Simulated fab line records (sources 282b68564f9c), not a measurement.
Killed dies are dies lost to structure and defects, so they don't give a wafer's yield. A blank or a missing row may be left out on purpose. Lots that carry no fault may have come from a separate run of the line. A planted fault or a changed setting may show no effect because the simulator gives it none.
Split-lot experiment :: flow rit cmos :: 23 wafers read from 5 lots, route of 202 steps

== ABOUT THE SPLIT ==
At RIT_PWELL_IMPLANT_08, the setting dose cm2 was moved away from the recipe's 7e+13 on 7 of the 23 wafers read, by +2.6% to +6.3%. All remaining wafers had this setting at the recipe value.

== FROM THE SPLIT TO THE READING: what the file shows between them, 2 steps ==
- RIT_PWELL_STRIP_09: strips in O2, time 180 s
- RIT_WELLDRIVE_ANNEAL_00: time 14700 s

== THE READING ==
PWELL_RS, in ohm/sq, at RIT_WELLDRIVE_RS_MEAS_02 (measures by four-point-probe). A value of 429.4 ohm/sq with a standard deviation of 1 ohm/sq is what fault-free wafers of this fab line usually give.

wafer: L076.1
tool, chamber at the split: implanter-04, 0
dose cm2 as run: 7.18e+13
against the recipe: +2.6%
PWELL_RS, ohm/sq: 423.6
against lot-mates on the recipe: -6.0

wafer: L076.2
tool, chamber at the split: implanter-04, 0
dose cm2 as run: 7e+13
against the recipe: recipe
PWELL_RS, ohm/sq: 429.3
against lot-mates on the recipe: -

wafer: L076.4
tool, chamber at the split: implanter-04, 0
dose cm2 as run: 7e+13
against the recipe: recipe
PWELL_RS, ohm/sq: 430.0
against lot-mates on the recipe: -

wafer: L076.5
tool, chamber at the split: implanter-04, 0
dose cm2 as run: 7e+13
against the recipe: recipe
PWELL_RS, ohm/sq: 429.6
against lot-mates on the recipe: -

wafer: L076.6
tool, chamber at the split: implanter-04, 0
dose cm2 as run: 7.18e+13
against the recipe: +2.6%
PWELL_RS, ohm/sq: 423.3
against lot-mates on the recipe: -6.3

wafer: L078.1
tool, chamber at the split: implanter-04, 0
dose cm2 as run: 7e+13
against the recipe: recipe
PWELL_RS, ohm/sq: 429.9
against lot-mates on the recipe: -

wafer: L078.2
tool, chamber at the split: implanter-04, 0
dose cm2 as run: 7.373e+13
against the recipe: +5.3%
PWELL_RS, ohm/sq: 414.9
against lot-mates on the recipe: -14.8

wafer: L078.3
tool, chamber at the split: implanter-04, 0
dose cm2 as run: 7.373e+13
against the recipe: +5.3%
PWELL_RS, ohm/sq: 416.6
against lot-mates on the recipe: -13.1

wafer: L078.4
tool, chamber at the split: implanter-04, 0
dose cm2 as run: 7e+13
against the recipe: recipe
PWELL_RS, ohm/sq: 429.4
against lot-mates on the recipe: -

wafer: L078.5
tool, chamber at the split: implanter-04, 0
dose cm2 as run: 7e+13
against the recipe: recipe
PWELL_RS, ohm/sq: 429.7
against lot-mates on the recipe: -

wafer: L079.1
tool, chamber at the split: implanter-01, 0
dose cm2 as run: 7e+13
against the recipe: recipe
PWELL_RS, ohm/sq: 429.1
against lot-mates on the recipe: -

wafer: L079.2
tool, chamber at the split: implanter-01, 0
dose cm2 as run: 7.439e+13
against the recipe: +6.3%
PWELL_RS, ohm/sq: 412.5
against lot-mates on the recipe: -16.5

wafer: L079.3
tool, chamber at the split: implanter-01, 0
dose cm2 as run: 7.439e+13
against the recipe: +6.3%
PWELL_RS, ohm/sq: 412.7
against lot-mates on the recipe: -16.3

wafer: L079.5
tool, chamber at the split: implanter-01, 0
dose cm2 as run: 7e+13
against the recipe: recipe
PWELL_RS, ohm/sq: 428.8
against lot-mates on the recipe: -

wafer: L079.6
tool, chamber at the split: implanter-01, 0
dose cm2 as run: 7.439e+13
against the recipe: +6.3%
PWELL_RS, ohm/sq: 413.4
against lot-mates on the recipe: -15.6

wafer: L081.1
tool, chamber at the split: implanter-04, 0
dose cm2 as run: 7e+13
against the recipe: recipe
PWELL_RS, ohm/sq: 427.4
against lot-mates on the recipe: -

wafer: L081.3
tool, chamber at the split: implanter-04, 0
dose cm2 as run: 7e+13
against the recipe: recipe
PWELL_RS, ohm/sq: 429.0
against lot-mates on the recipe: -

wafer: L081.6
tool, chamber at the split: implanter-04, 0
dose cm2 as run: 7e+13
against the recipe: recipe
PWELL_RS, ohm/sq: 427.7
against lot-mates on the recipe: -

wafer: L084.1
tool, chamber at the split: implanter-04, 0
dose cm2 as run: 7e+13
against the recipe: recipe
PWELL_RS, ohm/sq: 430.3
against lot-mates on the recipe: -

wafer: L084.2
tool, chamber at the split: implanter-04, 0
dose cm2 as run: 7e+13
against the recipe: recipe
PWELL_RS, ohm/sq: 427.5
against lot-mates on the recipe: -

wafer: L084.3
tool, chamber at the split: implanter-04, 0
dose cm2 as run: 7e+13
against the recipe: recipe
PWELL_RS, ohm/sq: 428.9
against lot-mates on the recipe: -

wafer: L084.4
tool, chamber at the split: implanter-04, 0
dose cm2 as run: 7e+13
against the recipe: recipe
PWELL_RS, ohm/sq: 428.9
against lot-mates on the recipe: -

wafer: L084.6
tool, chamber at the split: implanter-04, 0
dose cm2 as run: 7e+13
against the recipe: recipe
PWELL_RS, ohm/sq: 428.9
against lot-mates on the recipe: -

THE FIT
A straight line over all 23 wafers: PWELL_RS changes by -2.53 ohm/sq for each +1% of dose cm2; r = -0.99; the points scatter about the line by 0.85 ohm/sq.
The same after taking each lot's own level away (the mean of its wafers on the recipe; 23 wafers): -2.57 ohm/sq for each +1%; r = -1.00; scatter 0.62 ohm/sq.
Per that fit: largest dose cm2 move, reading shift of 16 ohm/sq.
The span of the lots' own levels, 428.03 to 429.67 ohm/sq, comes to 1.6 times the standard deviation stated above.
The two slopes are in agreement: the lot-to-lot level therefore moves the slope only a little.
Check: for one of the wafers moved furthest among these (+6.3%), held out of the fit, the line's prediction against its lot-mates is -16 ohm/sq. Against them it came out at -16.5 ohm/sq.

== OTHER SPLITS ON THESE WAFERS ==
Other splits were also applied to these wafers ahead of the reading. Each is held against what the fit with the lots' levels taken away leaves over:
other split on the same wafers: RIT_ACTIVE_OXIDATION_01 ox time s
wafers away from the commonest value: 10
r with PWELL_RS (lot level and that fit taken away): +0.06

other split on the same wafers: RIT_ACTIVE_COAT_06 spin rpm
wafers away from the commonest value: 8
r with PWELL_RS (lot level and that fit taken away): +0.25

other split on the same wafers: RIT_ACTIVE_STRIP_14 pressure mtorr
wafers away from the commonest value: 5
r with PWELL_RS (lot level and that fit taken away): -0.10

other split on the same wafers: RIT_NWELL_IMPLANT_08 energy kev
wafers away from the commonest value: 10
r with PWELL_RS (lot level and that fit taken away): +0.00

== THE FILE'S OWN FIT ==
PWELL_RS changes by -2.56 ohm/sq for each +1% of dose cm2, r = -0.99.
